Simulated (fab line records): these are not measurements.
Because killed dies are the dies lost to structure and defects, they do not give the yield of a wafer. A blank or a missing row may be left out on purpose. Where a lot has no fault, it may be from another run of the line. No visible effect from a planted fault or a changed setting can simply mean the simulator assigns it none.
Split-lot experiment ; flow berkeleyCmos170 ; 23 wafers read from 5 lots, route of 331 steps

== THE SPLIT ITSELF ==
At UCB170_M1_EXPOSE_06 (exposes mask METAL1, target cd 700 nm), the setting doseMj was moved away from the recipe's 21 on 8 of the 23 wafers read, by -3.0% to +6.0%. All remaining wafers had this setting at the recipe value.

== FROM THE SPLIT TO THE READING: what the file shows between them, 2 steps ==
- UCB170_M1_PEB_07
- UCB170_M1_DEVELOP_08: develop time 45 s

== THE READING ==
cdNm, in nm, at UCB170_M1_CD_MEAS_09 (target cd 700 nm). A value of 699.7 nm with a standard deviation of 1.3 nm is what fault-free wafers of this fab line usually give.

wafer;tool, chamber at the split;doseMj as run;against the recipe;cdNm, nm;against lot-mates on the recipe
L074.1;krfScanner-02, 0;21;recipe;697.9;-
L074.3;krfScanner-02, 0;21;recipe;698.7;-
L074.4;krfScanner-02, 0;21;recipe;699.7;-
L074.5;krfScanner-02, 0;21;recipe;698.3;-
L074.6;krfScanner-02, 0;21;recipe;698.7;-
L077.3;krfScanner-01, 0;21;recipe;699.6;-
L077.5;krfScanner-01, 0;21;recipe;699.4;-
L077.6;krfScanner-01, 0;21;recipe;700.7;-
L079.1;krfScanner-02, 0;21;recipe;699.3;-
L079.2;krfScanner-02, 0;21;recipe;701.1;-
L079.4;krfScanner-02, 0;22.25;+6.0%;689.8;-10.4
L079.5;krfScanner-02, 0;22.25;+6.0%;689.6;-10.6
L079.6;krfScanner-02, 0;22.25;+6.0%;689.8;-10.4
L082.2;krfScanner-01, 0;21;recipe;698.2;-
L082.3;krfScanner-01, 0;20.37;-3.0%;704.8;+6.3
L082.4;krfScanner-01, 0;20.37;-3.0%;703.3;+4.8
L082.5;krfScanner-01, 0;21;recipe;698.8;-
L082.6;krfScanner-01, 0;21;recipe;698.6;-
L083.1;krfScanner-02, 0;21;recipe;700.5;-
L083.2;krfScanner-02, 0;20.44;-2.7%;704.8;+4.1
L083.3;krfScanner-02, 0;21;recipe;700.8;-
L083.4;krfScanner-02, 0;20.44;-2.7%;704.8;+4.1
L083.5;krfScanner-02, 0;20.44;-2.7%;705.8;+5.1

THE FIT
A straight line over all 23 wafers: cdNm changes by -1.7 nm for each +1% of doseMj; r = -0.98; the points scatter about the line by 1 nm.
The same after taking each lot's own level away (the mean of its wafers on the recipe; 23 wafers): -1.76 nm for each +1%; r = -0.99; scatter 0.56 nm.
According to that fit, moving doseMj by its largest amount changes the reading by 10 nm.
From 698.53 to 700.65 nm: that is the span of the lots' own levels, equal to 1.6 times the standard deviation above.
Hence the lot-to-lot level has little effect on the slope; both slopes agree.
Check: for one of the wafers moved furthest among these (+6.0%), held out of the fit, the line's prediction against its lot-mates is -10.5 nm. It came out at -10.4 nm against them.

== OTHER SPLITS APPLIED TO THESE WAFERS ==
Before the reading, these wafers also passed through other splits. Each is held against what the fit with the lots' levels taken away leaves over:
other split on the same wafers;wafers away from the commonest value;r with cdNm (lot level and that fit taken away)
UCB170_NLDD_EXPOSE_03 doseMj;8;+0.03
UCB170_PSD_COAT_01 resistThkNm;7;-0.11
UCB170_PSD_EXPOSE_03 doseMj;8;+0.29
UCB170_SILICIDE_SPUTTER_01 timeS;10;+0.35
UCB170_CONTACT_COAT_10 resistThkNm;8;+0.17
UCB170_CONTACT_PEB_13 pebTempC;11;-0.09

== THE WHOLE CHAIN: every reading that the file lists as answering this split, in the file's order ==
step;what it does;reading;change (the file's fit);r (the file's)
UCB170_M1_CD_MEAS_09;target cd 700 nm;cdNm;-1.77 nm for each +1% of the setting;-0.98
UCB170_M1_ETCH_11;etches BARC in N2/H2;M1.cdNm (the simulator's own value, which no gauge read);-1.79 nm for each +1% of the setting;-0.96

== FILE'S OWN FIT ==
cdNm changes by -1.77 nm for each +1% of doseMj, r = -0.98.
